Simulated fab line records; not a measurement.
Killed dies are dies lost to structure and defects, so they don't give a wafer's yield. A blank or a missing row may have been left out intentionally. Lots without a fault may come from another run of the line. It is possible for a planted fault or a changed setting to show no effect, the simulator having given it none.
Comparing a struck lot with a sound one :: flow rit_cmos :: 43 out of 202 route steps
Sound: the wafers L540.3, L540.5, L540.6. Wafers L551.1, L551.2, L551.3 were the ones struck. The cause comes at the end.
Each step with rows lists, per side, the tool, then ch with its chambers, then its first start. Under that, the readings that differ: sound wafers :: struck wafers :: difference of the means :: sigmas: that difference in standard deviations of wafers without a fault.
alike: readings whose means differ by less than 2 such deviations, and words and numbers that are the same on both sides. not compared: withheld readings, readings that some wafer has no value for, bounds like >300 that may hide the same value, and numbers for which the record gives no deviation and whose values overlap.
The two part at a step that has a row with sigmas, a row that says differs or no value, or rows on one side only. When numbers do not overlap yet have no deviation, they are printed without sigmas and do not part them. A reading missing from all wafers of one side parts the sides only when that side holds two or more wafers.

first, 2 steps without rows for these wafers: RIT_SDANNEAL_CLEAN_02 (cleans in SC2, time 600 s); RIT_SDANNEAL_RTA_03 (time 5 s).
RIT_SDANNEAL_RS_MEAS_04: measures by four-point-probe.
  sound on film_metro-02 at day 4 12:05; struck on film_metro-03 at day 6 19:56
  alike: PSD_RS
RIT_SDANNEAL_RS_MEAS_05: measures by four-point-probe.
  sound on film_metro-02 at day 4 12:13; struck on film_metro-03 at day 6 20:04
  alike: NSD_RS
RIT_SDANNEAL_RS_MEAS_06: measures by four-point-probe.
  sound on film_metro-02 at day 4 12:20; struck on film_metro-03 at day 6 20:11
  alike: PLDD_RS
RIT_SDANNEAL_RS_MEAS_07: measures by four-point-probe.
  sound on film_metro-02 at day 4 12:27; struck on film_metro-03 at day 6 20:18
  alike: NLDD_RS
then, 2 steps without rows for these wafers: RIT_SILICIDE_WET_ETCH_00 (etches SiO2 in BOE, target depth 14 nm, time 15 s); RIT_SILICIDE_SPUTTER_01 (material Ti, target thk 30 nm, time 240 s).
RIT_SILICIDE_RS_MEAS_02: measures by four-point-probe.
  sound on film_metro-03 at day 4 12:44; struck on film_metro-01 at day 6 20:35
  alike: SILICIDE_TI_RS
RIT_SILICIDE_THK_MEAS_03: measures by xrf.
  sound on film_metro-03 at day 4 12:50; struck on film_metro-01 at day 6 20:42
  alike: SILICIDE_TI_THK
RIT_SILICIDE_RTA_04: time 10 s, ramp up 5 s, ramp down 5 s.
  sound on rtp_anneal-02 ch 0, day 4 12:54; struck on rtp_anneal-01 ch 0, day 6 20:46
reading: wafer_temp_C_max
sound: 654.1 654.4 653.5
struck: 651.8 651.6 651.1
difference: -2.5
sigmas: -2
then, 1 step without rows for these wafers: RIT_SILICIDE_WET_ETCH_05 (etches Ti in SPM, time 120 s).
RIT_SILICIDE_RTA_06: time 10 s, ramp up 5 s, ramp down 10 s.
  sound on rtp_anneal-01 ch 0, day 4 13:00; struck on rtp_anneal-02 ch 0, day 6 20:52
  alike: wafer_temp_C_max
then, 1 step without rows for these wafers: RIT_CONTACT_CVD_00 (deposits SiO2 from TEOS, target thk 400 nm, time 61.82 s).
RIT_CONTACT_THK_MEAS_01:
  sound on film_metro-01 at day 4 13:07; struck on film_metro-03 at day 6 20:59
  alike: CONTACT_TEOS_THK
then, 6 steps without rows for these wafers: RIT_CONTACT_HMDS_02 (prime time 60 s); RIT_CONTACT_COAT_03 (resist thk 1000 nm); RIT_CONTACT_SOFTBAKE_04 (time 60 s); RIT_CONTACT_EXPOSE_05 (exposes mask M11, target cd 1000 nm); RIT_CONTACT_PEB_06; RIT_CONTACT_DEVELOP_07 (develop time 120 s).
RIT_CONTACT_CD_MEAS_08: target cd 1000 nm.
  sound on cd_sem-01 at day 4 14:10; struck on cd_sem-01 at day 6 22:01
  alike: cd_nm
RIT_CONTACT_OVL_MEAS_09:
  sound on overlay-01 at day 4 14:16; struck on overlay-01 at day 6 22:08
  alike: CONTACT_OVL
then, 1 step without rows for these wafers: RIT_CONTACT_HARDBAKE_10 (time 60 s).
RIT_CONTACT_ETCH_11: etches SiO2 in CHF3/CF4/Ar, stops on TiSi2, target depth 480 nm, time 320 s.
  sound on rie_diel-01 ch 0,3, day 4 14:32; struck on rie_diel-02 ch 0,1,2, day 6 22:29
  alike: drypump_motor_current_A, oes_product_au, throttle_valve_pct
  not compared: rf_hours_counter_h
RIT_CONTACT_STRIP_12: strips in O2, time 185.1 s.
  sound on plasma_asher-03 ch 0,1, day 4 14:47; struck on plasma_asher-04 ch 0,1, day 6 22:41
  alike: drypump_motor_current_A
  not compared: rf_hours_counter_h
RIT_CONTACT_CD_MEAS_90: target cd 1000 nm.
  sound on cd_sem-01 at day 4 14:57; struck on cd_sem-01 at day 6 22:52
  alike: cd_nm
then, 2 steps without rows for these wafers: RIT_CONTACT_CLEAN_13 (cleans in SC1, time 600 s); RIT_CONTACT_CLEAN_14 (cleans in SC2, time 600 s).
RIT_M1_SPUTTER_00: material Al, target thk 400 nm, time 500 s.
  sound on pvd_sputter-02 at day 4 15:23; struck on pvd_sputter-02 at day 6 23:20
  alike: throttle_valve_pct
RIT_M1_RS_MEAS_01: measures by four-point-probe.
  sound on film_metro-03 at day 4 15:43; struck on film_metro-03 at day 6 23:38
  alike: M1_AL_RS
RIT_M1_THK_MEAS_02: measures by xrf.
  sound on film_metro-03 at day 4 15:49; struck on film_metro-03 at day 6 23:46
  alike: M1_AL_THK
then, 6 steps without rows for these wafers: RIT_M1_HMDS_03 (prime time 60 s); RIT_M1_COAT_04 (resist thk 1322 nm); RIT_M1_SOFTBAKE_05 (time 60 s); RIT_M1_EXPOSE_06 (exposes mask M12, target cd 2600 nm); RIT_M1_PEB_07; RIT_M1_DEVELOP_08 (develop time 68 s).
RIT_M1_CD_MEAS_09: target cd 2600 nm.
  sound on cd_sem-02 at day 4 16:46; struck on cd_sem-01 at day 7 00:49
  alike: cd_nm
RIT_M1_OVL_MEAS_10:
  sound on overlay-02 at day 4 16:52; struck on overlay-02 at day 7 00:56
  alike: M1_OVL
then, 1 step without rows for these wafers: RIT_M1_HARDBAKE_11 (time 120 s).
RIT_M1_METAL_ETCH_12: etches Al in Cl2/BCl3, stops on SiO2, time 165 s, target depth 600 nm.
  sound on rie_metal-03 ch 0,1, day 4 17:11; struck on rie_metal-03 ch 0,1, day 7 01:14
  alike: drypump_motor_current_A, mfc_cl2_sccm, oes_product_au, throttle_valve_pct
  not compared: rf_hours_counter_h
RIT_M1_PROBE_99:
  sound on prober-02 at day 4 19:29; struck on prober-01 at day 7 04:27
reading: model.etest.npoly_sal.rs_ohm_sq
sound: 4.297 4.302 4.374
struck: 4.545 4.485 4.554
difference: +0.204
sigmas: 

reading: model.etest.ppoly_sal.rs_ohm_sq
sound: 4.247 4.253 4.345
struck: 4.514 4.459 4.518
difference: +0.215
sigmas: 

reading: model.etest.pplus_sal.rs_ohm_sq
sound: 4.302 4.287 4.351
struck: 4.492 4.44 4.484
difference: +0.159
sigmas: 

reading: model.etest.nplus_sal.rs_ohm_sq
sound: 4.242 4.251 4.295
struck: 4.5 4.498 4.526
difference: +0.2
sigmas: 

reading: model.etest.nplus_sal.line_ohm_um
sound: 1.261 1.239 1.265
struck: 1.309 1.295 1.313
difference: +0.051
sigmas: 

reading: model.etest.pplus_sal.line_ohm_um
sound: 1.258 1.262 1.266
struck: 1.295 1.287 1.309
difference: +0.035
sigmas: 

reading: model.etest.contact_pplus.rc_ohm
sound: 1.339 1.359 1.365
struck: 1.421 1.419 1.434
difference: +0.070
sigmas: 

reading: model.etest.contact_npoly.rc_ohm
sound: 1.312 1.369 1.329
struck: 1.43 1.42 1.428
difference: +0.09
sigmas: 
  alike: killed_at_contacts, killed_at_front_end, killed_dies, killed_open, killed_short

== WHERE THEY PART ==
Only at RIT_SILICIDE_RTA_04, as far as this record shows. Later steps at which nothing parts them and some readings are alike: RIT_SILICIDE_RTA_06, RIT_CONTACT_THK_MEAS_01, RIT_CONTACT_CD_MEAS_08, RIT_CONTACT_OVL_MEAS_09, RIT_CONTACT_ETCH_11, RIT_CONTACT_STRIP_12, RIT_CONTACT_CD_MEAS_90, RIT_M1_SPUTTER_00, RIT_M1_RS_MEAS_01, RIT_M1_THK_MEAS_02, RIT_M1_CD_MEAS_09, RIT_M1_OVL_MEAS_10, RIT_M1_METAL_ETCH_12, RIT_M1_PROBE_99.

WHY: the cause the simulator had injected
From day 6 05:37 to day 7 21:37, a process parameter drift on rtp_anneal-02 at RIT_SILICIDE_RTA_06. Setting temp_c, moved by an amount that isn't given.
